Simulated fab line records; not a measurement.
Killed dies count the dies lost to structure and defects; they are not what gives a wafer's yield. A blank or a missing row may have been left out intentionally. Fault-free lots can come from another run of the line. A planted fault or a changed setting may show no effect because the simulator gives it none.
fab line records / flow berkeley_cmos170
[record] lots = 6 wafers = 18 last_day = 11
route steps=331 shown M1@251 V1@254
lots untouched by any fault: they come from a run of this same line in which no faults occurred
start_h: hours from the record's first day to the start of the lot's first wafer shown / wait_h: hours since the lot's step before / " same as the row above / L1.1+2: one row covering several wafers at once / - no value present, or no start provided / * or withheld: withheld / < > ~ a bound
route shown NAME@n: NAME is a module with steps in the file, n the number in the route of the first one / usual: mean/standard deviation of fault-free wafers / same: alike in all rows / chamber/n: place in a boat / sites: each site's reading / _std_site: standard deviation across them / _edge_site: the outer-site mean with the inner-site mean subtracted / radius_mm: for every site, how far away it sits from the centre of the wafer / mask NAME#n: copy n / behind: the last tool/chamber to shape the wafer / hold: why the lot was held/for how many hours/how that ended / device: the n, p or np transistor that did not switch / end of line: the route-end tests of the same wafers / step lacking rows: just its recipe / killed: not the wafer's yield, but the dies lost to structure and defects at the first sort / map: shows each die of a wafer: x if killed, . if not, _ if none is there
set.NAME: the setting as run; set.NAME@STEP: as run at that earlier step / model.NAME: the simulator's own value behind a step, which no gauge read
lots at some steps of the route; a table a step, a row a wafer
services: from which hour (start_h, from the record's first day; less than 0 if before it) a tool's chamber was out of use, for how many hours, and why
[[steps]]
[step UCB170_M1_STRIP_13]
[recipe] chemistry = O2 power_w = 400 pressure_mtorr = 3500 platen_temp_c = withheld o2_flow_sccm = 400 overash_fraction = 0.5
[usual] drypump_motor_current_A = 5.7/0.59 oes_product_au = 0.720/0.005
lot.wafer=L204.2 tool=plasma_asher-02 chamber=0 start_h=158.50 wait_h=0.1 drypump_motor_current_A=6.3 oes_product_au=0.725 rf_hours_counter_h=45
lot.wafer=L204.3 tool=plasma_asher-02 chamber=1 start_h=158.50 wait_h=0.1 drypump_motor_current_A=5.8 oes_product_au=0.726 rf_hours_counter_h=-
lot.wafer=L204.4 tool=plasma_asher-02 chamber=0 start_h=158.50 wait_h=0.1 drypump_motor_current_A=6.3 oes_product_au=0.718 rf_hours_counter_h=-
lot.wafer=L212.2 tool=plasma_asher-04 chamber=0 start_h=197.98 wait_h=0.1 drypump_motor_current_A=4.9 oes_product_au=0.723 rf_hours_counter_h=47
lot.wafer=L212.5 tool=plasma_asher-04 chamber=1 start_h=197.98 wait_h=0.1 drypump_motor_current_A=5.4 oes_product_au=0.717 rf_hours_counter_h=-
lot.wafer=L212.6 tool=plasma_asher-04 chamber=0 start_h=197.98 wait_h=0.1 drypump_motor_current_A=4.9 oes_product_au=0.710 rf_hours_counter_h=-
lot.wafer=L211.1 tool=plasma_asher-02 chamber=0 start_h=198.35 wait_h=0.1 drypump_motor_current_A=6.3 oes_product_au=0.724 rf_hours_counter_h=49
lot.wafer=L211.4 tool=plasma_asher-02 chamber=0 start_h=198.35 wait_h=0.1 drypump_motor_current_A=6.3 oes_product_au=0.716 rf_hours_counter_h=-
lot.wafer=L211.6 tool=plasma_asher-02 chamber=0 start_h=198.35 wait_h=0.1 drypump_motor_current_A=6.3 oes_product_au=0.725 rf_hours_counter_h=-
lot.wafer=L216.1 tool=plasma_asher-01 chamber=0 start_h=232.78 wait_h=0.1 drypump_motor_current_A=5.3 oes_product_au=0.721 rf_hours_counter_h=50
lot.wafer=L216.4 tool=plasma_asher-01 chamber=1 start_h=232.78 wait_h=0.1 drypump_motor_current_A=6.6 oes_product_au=0.718 rf_hours_counter_h=-
lot.wafer=L216.5 tool=plasma_asher-01 chamber=1 start_h=232.78 wait_h=0.1 drypump_motor_current_A=6.6 oes_product_au=0.719 rf_hours_counter_h=-
lot.wafer=L218.1 tool=plasma_asher-04 chamber=1 start_h=237.44 wait_h=0.1 drypump_motor_current_A=5.4 oes_product_au=0.718 rf_hours_counter_h=51
lot.wafer=L218.4 tool=plasma_asher-04 chamber=0 start_h=237.44 wait_h=0.1 drypump_motor_current_A=4.9 oes_product_au=0.720 rf_hours_counter_h=-
lot.wafer=L218.5 tool=plasma_asher-04 chamber=0 start_h=237.44 wait_h=0.1 drypump_motor_current_A=4.9 oes_product_au=0.715 rf_hours_counter_h=-
lot.wafer=L222.2 tool=plasma_asher-02 chamber=1 start_h=256.57 wait_h=0.1 drypump_motor_current_A=5.8 oes_product_au=0.722 rf_hours_counter_h=56
lot.wafer=L222.5 tool=plasma_asher-02 chamber=1 start_h=256.57 wait_h=0.1 drypump_motor_current_A=5.8 oes_product_au=0.724 rf_hours_counter_h=-
lot.wafer=L222.6 tool=plasma_asher-02 chamber=0 start_h=256.57 wait_h=0.1 drypump_motor_current_A=6.4 oes_product_au=0.723 rf_hours_counter_h=-
[step UCB170_M1_CD_MEAS_90]
[recipe] target_cd_nm = 700
[usual] cd_nm = 700.6/2
lot.wafer=L204.2 tool=cd_sem-01 chamber=- start_h=158.62 wait_h=0.1 cd_nm=701.0
lot.wafer=L204.3 tool=cd_sem-01 chamber=- start_h=158.62 wait_h=0.1 cd_nm=701.7
lot.wafer=L204.4 tool=cd_sem-01 chamber=- start_h=158.62 wait_h=0.1 cd_nm=701.8
lot.wafer=L212.2 tool=cd_sem-01 chamber=- start_h=198.16 wait_h=0.1 cd_nm=700.4
lot.wafer=L212.5 tool=cd_sem-01 chamber=- start_h=198.16 wait_h=0.1 cd_nm=702.0
lot.wafer=L212.6 tool=cd_sem-01 chamber=- start_h=198.16 wait_h=0.1 cd_nm=701.9
lot.wafer=L211.1 tool=cd_sem-01 chamber=- start_h=198.45 wait_h=0.1 cd_nm=697.3
lot.wafer=L211.4 tool=cd_sem-01 chamber=- start_h=198.45 wait_h=0.1 cd_nm=697.0
lot.wafer=L211.6 tool=cd_sem-01 chamber=- start_h=198.45 wait_h=0.1 cd_nm=696.8
lot.wafer=L216.1 tool=cd_sem-02 chamber=- start_h=232.88 wait_h=0.1 cd_nm=697.6
lot.wafer=L216.4 tool=cd_sem-02 chamber=- start_h=232.88 wait_h=0.1 cd_nm=699.0
lot.wafer=L216.5 tool=cd_sem-02 chamber=- start_h=232.88 wait_h=0.1 cd_nm=701.6
lot.wafer=L218.1 tool=cd_sem-01 chamber=- start_h=237.54 wait_h=0.1 cd_nm=700.0
lot.wafer=L218.4 tool=cd_sem-01 chamber=- start_h=237.54 wait_h=0.1 cd_nm=701.5
lot.wafer=L218.5 tool=cd_sem-01 chamber=- start_h=237.54 wait_h=0.1 cd_nm=700.8
lot.wafer=L222.2 tool=cd_sem-02 chamber=- start_h=256.69 wait_h=0.1 cd_nm=696.3
lot.wafer=L222.5 tool=cd_sem-02 chamber=- start_h=256.69 wait_h=0.1 cd_nm=696.2
lot.wafer=L222.6 tool=cd_sem-02 chamber=- start_h=256.69 wait_h=0.1 cd_nm=698.9
[step UCB170_M1_ANNEAL_14]
[recipe] temp_c = 400 time_s = 1200 ambient = forming_gas
[step UCB170_V1_CVD_00]
[recipe] material = SiO2 target_thk_nm = 2000 temp_c = 390 precursor = TEOS/O2 time_s = 238.6 rf_w = 550 pressure_mtorr = 9000
[usual] heater_power_w = 255/47 pressure_mtorr = 9000/17 susceptor_temp_C = 390.00/0.22
lot.wafer=L204.2 tool=pecvd-02 chamber=2 start_h=162.59 wait_h=0.0 heater_power_w=285 pressure_mtorr=9012 susceptor_temp_C=389.97
lot.wafer=L204.3 tool=pecvd-02 chamber=0 start_h=162.59 wait_h=0.0 heater_power_w=318 pressure_mtorr=9042 susceptor_temp_C=390.01
lot.wafer=L204.4 tool=pecvd-02 chamber=2 start_h=162.59 wait_h=0.0 heater_power_w=201 pressure_mtorr=9001 susceptor_temp_C=390.26
lot.wafer=L211.1 tool=pecvd-04 chamber=0 start_h=204.66 wait_h=0.0 heater_power_w=345 pressure_mtorr=8990 susceptor_temp_C=390.12
lot.wafer=L211.4 tool=pecvd-04 chamber=1 start_h=204.66 wait_h=0.0 heater_power_w=284 pressure_mtorr=9016 susceptor_temp_C=389.83
lot.wafer=L211.6 tool=pecvd-04 chamber=0 start_h=204.66 wait_h=0.0 heater_power_w=258 pressure_mtorr=8972 susceptor_temp_C=390.50
lot.wafer=L212.2 tool=pecvd-01 chamber=1 start_h=204.66 wait_h=0.0 heater_power_w=279 pressure_mtorr=9004 susceptor_temp_C=389.70
lot.wafer=L212.5 tool=pecvd-01 chamber=2 start_h=204.66 wait_h=0.0 heater_power_w=235 pressure_mtorr=8974 susceptor_temp_C=390.18
lot.wafer=L212.6 tool=pecvd-01 chamber=0 start_h=204.66 wait_h=0.0 heater_power_w=216 pressure_mtorr=9011 susceptor_temp_C=390.01
lot.wafer=L216.1 tool=pecvd-01 chamber=2 start_h=236.24 wait_h=0.0 heater_power_w=293 pressure_mtorr=8998 susceptor_temp_C=389.76
lot.wafer=L216.4 tool=pecvd-01 chamber=0 start_h=236.24 wait_h=0.0 heater_power_w=221 pressure_mtorr=9001 susceptor_temp_C=390.18
lot.wafer=L216.5 tool=pecvd-01 chamber=1 start_h=236.24 wait_h=0.0 heater_power_w=293 pressure_mtorr=9011 susceptor_temp_C=390.24
lot.wafer=L218.1 tool=pecvd-01 chamber=1 start_h=240.18 wait_h=0.0 heater_power_w=300 pressure_mtorr=8995 susceptor_temp_C=390.17
lot.wafer=L218.4 tool=pecvd-01 chamber=0 start_h=240.18 wait_h=0.0 heater_power_w=207 pressure_mtorr=9001 susceptor_temp_C=390.01
lot.wafer=L218.5 tool=pecvd-01 chamber=1 start_h=240.18 wait_h=0.0 heater_power_w=210 pressure_mtorr=8982 susceptor_temp_C=390.15
lot.wafer=L222.2 tool=pecvd-04 chamber=1 start_h=260.91 wait_h=0.0 heater_power_w=224 pressure_mtorr=9006 susceptor_temp_C=390.01
lot.wafer=L222.5 tool=pecvd-04 chamber=0 start_h=260.91 wait_h=0.0 heater_power_w=269 pressure_mtorr=8982 susceptor_temp_C=390.19
lot.wafer=L222.6 tool=pecvd-04 chamber=2 start_h=260.91 wait_h=0.0 heater_power_w=161 pressure_mtorr=8977 susceptor_temp_C=389.66
[step UCB170_V1_THK_MEAS_01]
[recipe] reads = SiO2_of_V1_CVD_00
[usual] V1_TEOS_THK = 1909/26
lot.wafer=L204.2 tool=film_metro-03 chamber=- start_h=162.76 wait_h=0.1 V1_TEOS_THK[nm]=1888
lot.wafer=L204.3 tool=film_metro-03 chamber=- start_h=162.76 wait_h=0.1 V1_TEOS_THK[nm]=1891
lot.wafer=L204.4 tool=film_metro-03 chamber=- start_h=162.76 wait_h=0.1 V1_TEOS_THK[nm]=1885
lot.wafer=L211.1 tool=film_metro-03 chamber=- start_h=204.82 wait_h=0.1 V1_TEOS_THK[nm]=1888
lot.wafer=L211.4 tool=film_metro-03 chamber=- start_h=204.82 wait_h=0.1 V1_TEOS_THK[nm]=1910
lot.wafer=L211.6 tool=film_metro-03 chamber=- start_h=204.82 wait_h=0.1 V1_TEOS_THK[nm]=1919
lot.wafer=L212.2 tool=film_metro-02 chamber=- start_h=204.83 wait_h=0.1 V1_TEOS_THK[nm]=1877
lot.wafer=L212.5 tool=film_metro-02 chamber=- start_h=204.83 wait_h=0.1 V1_TEOS_THK[nm]=1905
lot.wafer=L212.6 tool=film_metro-02 chamber=- start_h=204.83 wait_h=0.1 V1_TEOS_THK[nm]=1899
lot.wafer=L216.1 tool=film_metro-02 chamber=- start_h=236.40 wait_h=0.1 V1_TEOS_THK[nm]=1898
lot.wafer=L216.4 tool=film_metro-02 chamber=- start_h=236.40 wait_h=0.1 V1_TEOS_THK[nm]=1900
lot.wafer=L216.5 tool=film_metro-02 chamber=- start_h=236.40 wait_h=0.1 V1_TEOS_THK[nm]=1884
lot.wafer=L218.1 tool=film_metro-03 chamber=- start_h=240.39 wait_h=0.1 V1_TEOS_THK[nm]=1892
lot.wafer=L218.4 tool=film_metro-03 chamber=- start_h=240.39 wait_h=0.1 V1_TEOS_THK[nm]=1905
lot.wafer=L218.5 tool=film_metro-03 chamber=- start_h=240.39 wait_h=0.1 V1_TEOS_THK[nm]=1925
lot.wafer=L222.2 tool=film_metro-03 chamber=- start_h=261.07 wait_h=0.1 V1_TEOS_THK[nm]=1911
lot.wafer=L222.5 tool=film_metro-03 chamber=- start_h=261.07 wait_h=0.1 V1_TEOS_THK[nm]=1926
lot.wafer=L222.6 tool=film_metro-03 chamber=- start_h=261.07 wait_h=0.1 V1_TEOS_THK[nm]=1910
[step UCB170_V1_CMP_02]
[recipe] material = SiO2 down_force_psi = 6 platen_rpm = 60 pad_velocity_m_s = 0.75398
[usual] motor_current_A = 15.1/1.2
lot.wafer=L204.4 tool=cmp-02 chamber=2 start_h=163.16 wait_h=0.4 motor_current_A=15.5
lot.wafer=L204.2 tool=cmp-02 chamber=3 start_h=163.16 wait_h=0.4 motor_current_A=15.6
lot.wafer=L204.3 tool=cmp-02 chamber=0 start_h=163.16 wait_h=0.4 motor_current_A=13.0
lot.wafer=L211.1 tool=cmp-01 chamber=0 start_h=204.88 wait_h=0.1 motor_current_A=14.3
lot.wafer=L211.4 tool=cmp-01 chamber=2 start_h=204.88 wait_h=0.1 motor_current_A=16.0
lot.wafer=L211.6 tool=cmp-01 chamber=0 start_h=204.88 wait_h=0.1 motor_current_A=15.0
lot.wafer=L212.2 tool=cmp-02 chamber=2 start_h=204.93 wait_h=0.1 motor_current_A=15.5
lot.wafer=L212.5 tool=cmp-02 chamber=1 start_h=204.93 wait_h=0.1 motor_current_A=14.1
lot.wafer=L212.6 tool=cmp-02 chamber=2 start_h=204.93 wait_h=0.1 motor_current_A=16.0
lot.wafer=L216.1 tool=cmp-02 chamber=0 start_h=236.46 wait_h=0.1 motor_current_A=14.0
lot.wafer=L216.4 tool=cmp-02 chamber=2 start_h=236.46 wait_h=0.1 motor_current_A=15.8
lot.wafer=L216.5 tool=cmp-02 chamber=1 start_h=236.46 wait_h=0.1 motor_current_A=15.0
lot.wafer=L218.4 tool=cmp-01 chamber=0 start_h=240.74 wait_h=0.3 motor_current_A=15.0
lot.wafer=L218.1 tool=cmp-01 chamber=2 start_h=240.74 wait_h=0.3 motor_current_A=15.1
lot.wafer=L218.5 tool=cmp-01 chamber=3 start_h=240.74 wait_h=0.3 motor_current_A=14.5
lot.wafer=L222.2 tool=cmp-02 chamber=2 start_h=261.17 wait_h=0.1 motor_current_A=15.8
lot.wafer=L222.5 tool=cmp-02 chamber=1 start_h=261.17 wait_h=0.1 motor_current_A=14.9
lot.wafer=L222.6 tool=cmp-02 chamber=2 start_h=261.17 wait_h=0.1 motor_current_A=15.3
[step UCB170_V1_BOW_MEAS_03]
[recipe] mode = bow
[usual] V1_BOW = 19/6.7
lot.wafer=L204.2 tool=film_metro-02 chamber=- start_h=163.43 wait_h=0.2 V1_BOW[um]=29
lot.wafer=L204.3 tool=film_metro-02 chamber=- start_h=163.43 wait_h=0.2 V1_BOW[um]=18
lot.wafer=L204.4 tool=film_metro-02 chamber=- start_h=163.43 wait_h=0.2 V1_BOW[um]=14
lot.wafer=L211.1 tool=film_metro-03 chamber=- start_h=205.18 wait_h=0.2 V1_BOW[um]=28
lot.wafer=L211.4 tool=film_metro-03 chamber=- start_h=205.18 wait_h=0.2 V1_BOW[um]=20
lot.wafer=L211.6 tool=film_metro-03 chamber=- start_h=205.18 wait_h=0.2 V1_BOW[um]=20
lot.wafer=L212.2 tool=film_metro-02 chamber=- start_h=205.20 wait_h=0.2 V1_BOW[um]=21
lot.wafer=L212.5 tool=film_metro-02 chamber=- start_h=205.20 wait_h=0.2 V1_BOW[um]=29
lot.wafer=L212.6 tool=film_metro-02 chamber=- start_h=205.20 wait_h=0.2 V1_BOW[um]=23
lot.wafer=L216.1 tool=film_metro-03 chamber=- start_h=236.76 wait_h=0.2 V1_BOW[um]=28
lot.wafer=L216.4 tool=film_metro-03 chamber=- start_h=236.76 wait_h=0.2 V1_BOW[um]=23
lot.wafer=L216.5 tool=film_metro-03 chamber=- start_h=236.76 wait_h=0.2 V1_BOW[um]=29
lot.wafer=L218.1 tool=film_metro-03 chamber=- start_h=240.99 wait_h=0.1 V1_BOW[um]=23
lot.wafer=L218.4 tool=film_metro-03 chamber=- start_h=240.99 wait_h=0.1 V1_BOW[um]=23
lot.wafer=L218.5 tool=film_metro-03 chamber=- start_h=240.99 wait_h=0.1 V1_BOW[um]=5
lot.wafer=L222.2 tool=film_metro-02 chamber=- start_h=261.44 wait_h=0.2 V1_BOW[um]=27
lot.wafer=L222.5 tool=film_metro-02 chamber=- start_h=261.44 wait_h=0.2 V1_BOW[um]=3
lot.wafer=L222.6 tool=film_metro-02 chamber=- start_h=261.44 wait_h=0.2 V1_BOW[um]=20
[step UCB170_V1_THK_MEAS_04]
[recipe] reads = SiO2_of_V1_CVD_00
[usual] V1_POLISHED_THK = 999.8/1.2
lot.wafer=L204.2 tool=film_metro-02 chamber=- start_h=163.54 wait_h=0.1 V1_POLISHED_THK[nm]=1001.1
lot.wafer=L204.3 tool=film_metro-02 chamber=- start_h=163.54 wait_h=0.1 V1_POLISHED_THK[nm]=1001.3
lot.wafer=L204.4 tool=film_metro-02 chamber=- start_h=163.54 wait_h=0.1 V1_POLISHED_THK[nm]=1000.3
lot.wafer=L211.1 tool=film_metro-03 chamber=- start_h=205.30 wait_h=0.1 V1_POLISHED_THK[nm]=1000.3
lot.wafer=L211.4 tool=film_metro-03 chamber=- start_h=205.30 wait_h=0.1 V1_POLISHED_THK[nm]=998.5
lot.wafer=L211.6 tool=film_metro-03 chamber=- start_h=205.30 wait_h=0.1 V1_POLISHED_THK[nm]=1000.3
lot.wafer=L212.2 tool=film_metro-02 chamber=- start_h=205.31 wait_h=0.1 V1_POLISHED_THK[nm]=998.1
lot.wafer=L212.5 tool=film_metro-02 chamber=- start_h=205.31 wait_h=0.1 V1_POLISHED_THK[nm]=1000.2
lot.wafer=L212.6 tool=film_metro-02 chamber=- start_h=205.31 wait_h=0.1 V1_POLISHED_THK[nm]=1000.0
lot.wafer=L216.1 tool=film_metro-03 chamber=- start_h=236.88 wait_h=0.1 V1_POLISHED_THK[nm]=1000.0
lot.wafer=L216.4 tool=film_metro-03 chamber=- start_h=236.88 wait_h=0.1 V1_POLISHED_THK[nm]=998.5
lot.wafer=L216.5 tool=film_metro-03 chamber=- start_h=236.88 wait_h=0.1 V1_POLISHED_THK[nm]=998.4
lot.wafer=L218.1 tool=film_metro-03 chamber=- start_h=241.11 wait_h=0.1 V1_POLISHED_THK[nm]=999.9
lot.wafer=L218.4 tool=film_metro-03 chamber=- start_h=241.11 wait_h=0.1 V1_POLISHED_THK[nm]=1000.8
lot.wafer=L218.5 tool=film_metro-03 chamber=- start_h=241.11 wait_h=0.1 V1_POLISHED_THK[nm]=1000.3
lot.wafer=L222.2 tool=film_metro-02 chamber=- start_h=261.55 wait_h=0.1 V1_POLISHED_THK[nm]=999.3
lot.wafer=L222.5 tool=film_metro-02 chamber=- start_h=261.55 wait_h=0.1 V1_POLISHED_THK[nm]=999.0
lot.wafer=L222.6 tool=film_metro-02 chamber=- start_h=261.55 wait_h=0.1 V1_POLISHED_THK[nm]=999.7
[step UCB170_V1_CLEAN_05]
[recipe] chemistry = DIW
[step UCB170_V1_HMDS_06]
[recipe] prime_time_s = 60 prime_temp_c = 100
[step UCB170_V1_COAT_07]
[recipe] resist = KrF spin_rpm = 1500 resist_thk_nm = 900
[step UCB170_V1_SOFTBAKE_08]
[recipe] resist = KrF temp_c = 130 time_s = 60
[step UCB170_V1_EXPOSE_09]
[recipe] mask_id = VIA1 target_cd_nm = 700 na = 0.5 sigma_outer = 0.6 source_shape = conventional dose_mj = 36.59
[usual] exposure_dose_mJ_cm2 = 36.96/0.031 focus_offset_nm = 0.0/0.57 reticle_temp_C = 22.99/0.11
lot.wafer=L204.2 tool=krf_scanner-02 chamber=0 start_h=164.48 wait_h=0.1 mask=VIA1#0 exposure_dose_mJ_cm2=36.98 focus_offset_nm=0.1 reticle_temp_C=22.93
lot.wafer=L204.3 tool=krf_scanner-02 chamber=0 start_h=164.48 wait_h=0.1 mask=VIA1#0 exposure_dose_mJ_cm2=36.96 focus_offset_nm=0.8 reticle_temp_C=23.08
lot.wafer=L204.4 tool=krf_scanner-02 chamber=0 start_h=164.48 wait_h=0.1 mask=VIA1#0 exposure_dose_mJ_cm2=36.93 focus_offset_nm=0.4 reticle_temp_C=23.05
lot.wafer=L211.1 tool=krf_scanner-01 chamber=- start_h=207.96 wait_h=0.2 mask=VIA1#0 exposure_dose_mJ_cm2=- focus_offset_nm=- reticle_temp_C=-
lot.wafer=L211.4 tool=krf_scanner-01 chamber=- start_h=207.96 wait_h=0.2 mask=VIA1#0 exposure_dose_mJ_cm2=- focus_offset_nm=- reticle_temp_C=-
lot.wafer=L211.6 tool=krf_scanner-01 chamber=- start_h=207.96 wait_h=0.2 mask=VIA1#0 exposure_dose_mJ_cm2=- focus_offset_nm=- reticle_temp_C=-
lot.wafer=L212.2 tool=krf_scanner-02 chamber=- start_h=208.22 wait_h=0.5 mask=VIA1#0 exposure_dose_mJ_cm2=- focus_offset_nm=- reticle_temp_C=-
lot.wafer=L212.5 tool=krf_scanner-02 chamber=- start_h=208.22 wait_h=0.5 mask=VIA1#0 exposure_dose_mJ_cm2=- focus_offset_nm=- reticle_temp_C=-
lot.wafer=L212.6 tool=krf_scanner-02 chamber=- start_h=208.22 wait_h=0.5 mask=VIA1#0 exposure_dose_mJ_cm2=- focus_offset_nm=- reticle_temp_C=-
lot.wafer=L216.1 tool=krf_scanner-01 chamber=0 start_h=237.56 wait_h=0.1 mask=VIA1#0 exposure_dose_mJ_cm2=36.96 focus_offset_nm=0.1 reticle_temp_C=22.82
lot.wafer=L216.4 tool=krf_scanner-01 chamber=0 start_h=237.56 wait_h=0.1 mask=VIA1#0 exposure_dose_mJ_cm2=36.93 focus_offset_nm=-0.1 reticle_temp_C=22.86
lot.wafer=L216.5 tool=krf_scanner-01 chamber=0 start_h=237.56 wait_h=0.1 mask=VIA1#0 exposure_dose_mJ_cm2=36.94 focus_offset_nm=0.0 reticle_temp_C=22.60
lot.wafer=L218.1 tool=krf_scanner-02 chamber=0 start_h=245.03 wait_h=0.1 mask=VIA1#0 exposure_dose_mJ_cm2=36.98 focus_offset_nm=0.7 reticle_temp_C=22.90
lot.wafer=L218.4 tool=krf_scanner-02 chamber=0 start_h=245.03 wait_h=0.1 mask=VIA1#0 exposure_dose_mJ_cm2=36.97 focus_offset_nm=-0.4 reticle_temp_C=22.92
lot.wafer=L218.5 tool=krf_scanner-02 chamber=0 start_h=245.03 wait_h=0.1 mask=VIA1#0 exposure_dose_mJ_cm2=36.97 focus_offset_nm=0.9 reticle_temp_C=23.00
lot.wafer=L222.2 tool=krf_scanner-01 chamber=0 start_h=262.37 wait_h=0.2 mask=VIA1#0 exposure_dose_mJ_cm2=36.95 focus_offset_nm=-0.1 reticle_temp_C=22.93
lot.wafer=L222.5 tool=krf_scanner-01 chamber=0 start_h=262.37 wait_h=0.2 mask=VIA1#0 exposure_dose_mJ_cm2=36.96 focus_offset_nm=-0.2 reticle_temp_C=22.98
lot.wafer=L222.6 tool=krf_scanner-01 chamber=0 start_h=262.37 wait_h=0.2 mask=VIA1#0 exposure_dose_mJ_cm2=36.95 focus_offset_nm=0.2 reticle_temp_C=23.04
[step UCB170_V1_PEB_10]
[recipe] peb_temp_c = 130 peb_time_s = withheld resist = KrF
[[services]]
tool=pecvd-02 chamber=- start_h=135.50 hours=14.0 kind=pm
tool=pecvd-01 chamber=- start_h=136.26 hours=1.4 kind=repair
tool=krf_scanner-01 chamber=- start_h=139.13 hours=1.3 kind=pm
tool=pecvd-04 chamber=- start_h=150.63 hours=2.8 kind=pm
tool=krf_scanner-02 chamber=- start_h=155.64 hours=4.4 kind=pm
tool=cmp-01 chamber=- start_h=158.32 hours=6.7 kind=pm
tool=pecvd-02 chamber=- start_h=183.08 hours=0.7 kind=repair
tool=cmp-01 chamber=- start_h=186.73 hours=1.0 kind=repair
tool=plasma_asher-04 chamber=- start_h=187.11 hours=9.0 kind=repair
tool=krf_scanner-01 chamber=- start_h=189.05 hours=1.0 kind=pm
tool=plasma_asher-01 chamber=- start_h=191.03 hours=0.8 kind=repair
tool=cmp-02 chamber=- start_h=196.04 hours=1.8 kind=repair
tool=plasma_asher-01 chamber=- start_h=201.94 hours=7.3 kind=repair
tool=krf_scanner-02 chamber=- start_h=203.03 hours=1.3 kind=pm
tool=krf_scanner-01 chamber=- start_h=210.41 hours=1.0 kind=repair
tool=pecvd-02 chamber=2 start_h=214.68 hours=4.7 kind=repair
tool=cmp-02 chamber=- start_h=232.00 hours=4.0 kind=pm
tool=pecvd-04 chamber=- start_h=242.50 hours=14.0 kind=pm
tool=pecvd-02 chamber=- start_h=246.26 hours=31.8 kind=repair
tool=krf_scanner-02 chamber=- start_h=256.57 hours=1.0 kind=pm
tool=plasma_asher-01 chamber=- start_h=258.89 hours=2.1 kind=repair
tool=cmp-01 chamber=- start_h=261.28 hours=6.2 kind=pm
tool=plasma_asher-02 chamber=- start_h=261.78 hours=2.5 kind=repair
tool=pecvd-01 chamber=0 start_h=261.81 hours=4.2 kind=repair
[[key]]
[first_sign] step = UCB170_V1_EXPOSE_09 reading = tool_record direction = missing
effect none on later readings
met_at UCB170_V1_EXPOSE_09
struck_wafers L211.1,L211.4,L211.6,L212.2,L212.5,L212.6
later_rows_left_out L211.1,L211.4,L211.6,L212.2,L212.5,L212.6
sort_left_out L211.1,L211.4,L211.6,L212.2,L212.5,L212.6
onset_between 164.48 207.96
[fault] kind = skipped_step_whole tool = krf_scanner-01,krf_scanner-02 chamber = - onset_h = 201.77 steps = UCB170_V1_EXPOSE_09 scope = struck_lots_only
// sort_left_out: the simulated sort isn't trusted on such a fault, so these wafers' sort isn't shown, and their yield isn't known
// later_rows_left_out: the simulator's readings of these wafers behind a module that went badly wrong aren't trusted and aren't shown, but for the sort
